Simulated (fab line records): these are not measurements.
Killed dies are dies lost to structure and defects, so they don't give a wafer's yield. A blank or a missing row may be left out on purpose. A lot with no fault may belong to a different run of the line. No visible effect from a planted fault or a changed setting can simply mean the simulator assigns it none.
Problem report, 8D (eight disciplines) form, completed by code || flow berkeley-cmos170 || the parts of the form that need people (team, actions taken, sign-off) are left out

## 1. WHAT WENT WRONG
At UCB170_M1_METAL_ETCH_12, chamber-pressure-mTorr averages 17.998 mTorr over 6 wafers from 2 lots, while fault-free wafers read 11.999 mTorr, standard deviation 0.011. So: +99 or more standard deviations from the usual mean.
The step: etches Al in Cl2/BCl3, stops on PSG, target depth 780 nm, time 130 s.
Seen first at day 10 04:41 on rie-metal-04, wafer L296.1. The record has a number at this step for 42 wafers belonging to 14 lots. The rule behind "out" and "out of limits": a value lying over 4 standard deviations away from the usual mean. Any other wafer with a number is counted as sound.

## 2. WHAT IT IS, AND WHAT IT ISN'T
{"question": "which readings at this step", "is": "chamber-pressure-mTorr", "is not": "drypump-motor-current-A, oes-product-au, throttle-valve-pct"}
{"question": "which lots", "is": "L296, L299", "is not": "L288, L289, L290, L291, L293, L295, L301, L303, L304, L307, L308, L309"}
{"question": "which wafers of those lots", "is": "all that have a number", "is not": "-"}
{"question": "read on which tools", "is": "rie-metal-04", "is not": "rie-metal-01, rie-metal-03"}
{"question": "when", "is": "from day 10 04:41", "is not": "up to then (18 sound wafers); but 18 sound wafers of L301, L303, L304, L307, L308, L309 came after"}

## 3. SUSPECTS, AND WHAT RULES EACH OUT
Counting: a tool at any process step up to the reading remains a suspect when it ran all the lots that are out and ran no sound lot after the first of those.
- rie-metal-04 at UCB170_M1_METAL_ETCH_12 (etches Al in Cl2/BCl3, stops on PSG, target depth 780 nm, time 130 s): kept. It ran every lot that is out, first L296 (day 10 04:41), and no sound lot after that; its last sound lot up to then is L295 (day 9 17:12). Out on those wafers are its own readings of chamber-pressure-mTorr.
After counting, what remains is rie-metal-04 at UCB170_M1_METAL_ETCH_12.

## 4. THE CAUSE (what the simulator had put in)
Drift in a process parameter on rie-metal-04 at UCB170_M1_METAL_ETCH_12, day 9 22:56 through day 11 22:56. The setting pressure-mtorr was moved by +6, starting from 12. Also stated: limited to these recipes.
Only this tool survived the counting.

## 5. THE EFFECT CHAIN, in route order
Each row: a reading whose mean over the struck wafers that have a number lies more than 3 standard deviations from the usual. Readings are gone through only where the record gives a usual standard deviation; hours: the median, over the lots, of the time from a lot's start at the first step in this table giving one to that lot's start at this step; sigmas: the change measured in usual standard deviations.
{"hours": 0, "step": "UCB170_M1_METAL_ETCH_12", "reading": "chamber-pressure-mTorr", "usual": "11.999 mTorr", "on struck wafers": 17.998, "change": "+5.999", "sigmas": "+99 or more"}
It contains these process steps:
- UCB170_M1_METAL_ETCH_12: etches Al in Cl2/BCl3, stops on PSG, target depth 780 nm, time 130 s.

## 6. HOW IT WOULD HAVE BEEN CAUGHT EARLIER
In this record the first reading out of limits was taken at day 10 04:41, 6 hours after the fault began at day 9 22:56.
